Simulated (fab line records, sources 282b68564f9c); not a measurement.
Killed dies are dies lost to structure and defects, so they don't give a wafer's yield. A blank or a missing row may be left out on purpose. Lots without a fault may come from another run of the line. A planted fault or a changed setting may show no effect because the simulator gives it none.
A struck lot beside a sound one | flow rit_cmos | 15 steps out of a route of 202
Sound: wafers L114.2, L114.5, L114.6. Struck: wafers L107.1, L107.5, L107.6. The cause comes at the end.
At each step with rows: each side's tool, then ch and its chambers, then its first start. Under that, the readings that differ: sound wafers | struck wafers | difference of the means | sigmas: that difference in standard deviations of wafers without a fault.
alike: readings whose means differ by less than 2 such deviations, and words and numbers that are the same on both sides. not compared: withheld readings, readings that some wafer has no value for, bounds like >300 that may hide the same value, and numbers for which the record gives no deviation and whose values overlap.
The two part at a step that has a row with sigmas, a row that says differs or no value, or rows on one side only. Numbers that don't overlap but have no deviation are shown without sigmas and don't part them. A reading that every wafer of one side lacks parts them only if that side has two wafers or more.

RIT_NSD_OVL_MEAS_06:
  sound on overlay-01, day 8 03:44; struck on overlay-01, day 6 14:11
  alike: NSD_OVL
then, 2 steps without rows for these wafers: RIT_NSD_HARDBAKE_07 (time 60 s); RIT_NSD_IMPLANT_08.
RIT_NSD_STRIP_09: strips in O2, time 180 s.
  sound on plasma_asher-04 ch 0,1, day 8 04:04; struck on plasma_asher-01 ch 0,1, day 6 14:31
  alike: drypump_motor_current_A
  not compared: rf_hours_counter_h
RIT_NSD_TW_MEAS_10:
  sound on film_metro-01, day 8 04:15; struck on film_metro-02, day 6 14:42
  alike: NSD_TW
then, 6 steps without rows for these wafers: RIT_PSD_HMDS_00 (prime time 60 s); RIT_PSD_COAT_01 (resist thk 1000 nm); RIT_PSD_SOFTBAKE_02 (time 60 s); RIT_PSD_EXPOSE_03 (exposes mask M10, target cd 40900 nm); RIT_PSD_PEB_04; RIT_PSD_DEVELOP_05 (develop time 50 s).
RIT_PSD_OVL_MEAS_06:
  sound on overlay-02, day 8 05:17; struck on overlay-02, day 6 15:41
  alike: PSD_OVL
RIT_PSD_HARDBAKE_07: time 60 s.
  sound on litho_track-01 ch 0, day 8 05:20; struck on litho_track-04 ch 0, day 6 15:43
  reading                                  | sound                | struck               | difference | sigmas
  heater_power_total_W (W)                 | 62.53 62.47 62.55    | 59.75 59.74 59.72    | -2.78      | -62
  plate_temp_C (C)                         | 140.12 139.96 139.92 | 134.91 134.93 134.73 | -5.14      | -37
  model.NOVOLAK_of_PSD_COAT_01.thk_nm (nm) | 882.7 882.9 883.2    | 890.3 889.4 889.7    | +6.9       |
  alike: resist_line_temp_C
then, 1 step without rows for these wafers: RIT_PSD_IMPLANT_08.
RIT_M1_PROBE_99:
  the record has rows for the struck wafers here (prober-02, day 7 01:13) and none for the sound ones

WHERE THEY PART
First at RIT_PSD_HARDBAKE_07; last, within this record, at RIT_M1_PROBE_99.

WHY: what the simulator had put in
Process parameter drift: litho_track-04, from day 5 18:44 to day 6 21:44, at RIT_PSD_HARDBAKE_07. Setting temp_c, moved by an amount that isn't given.
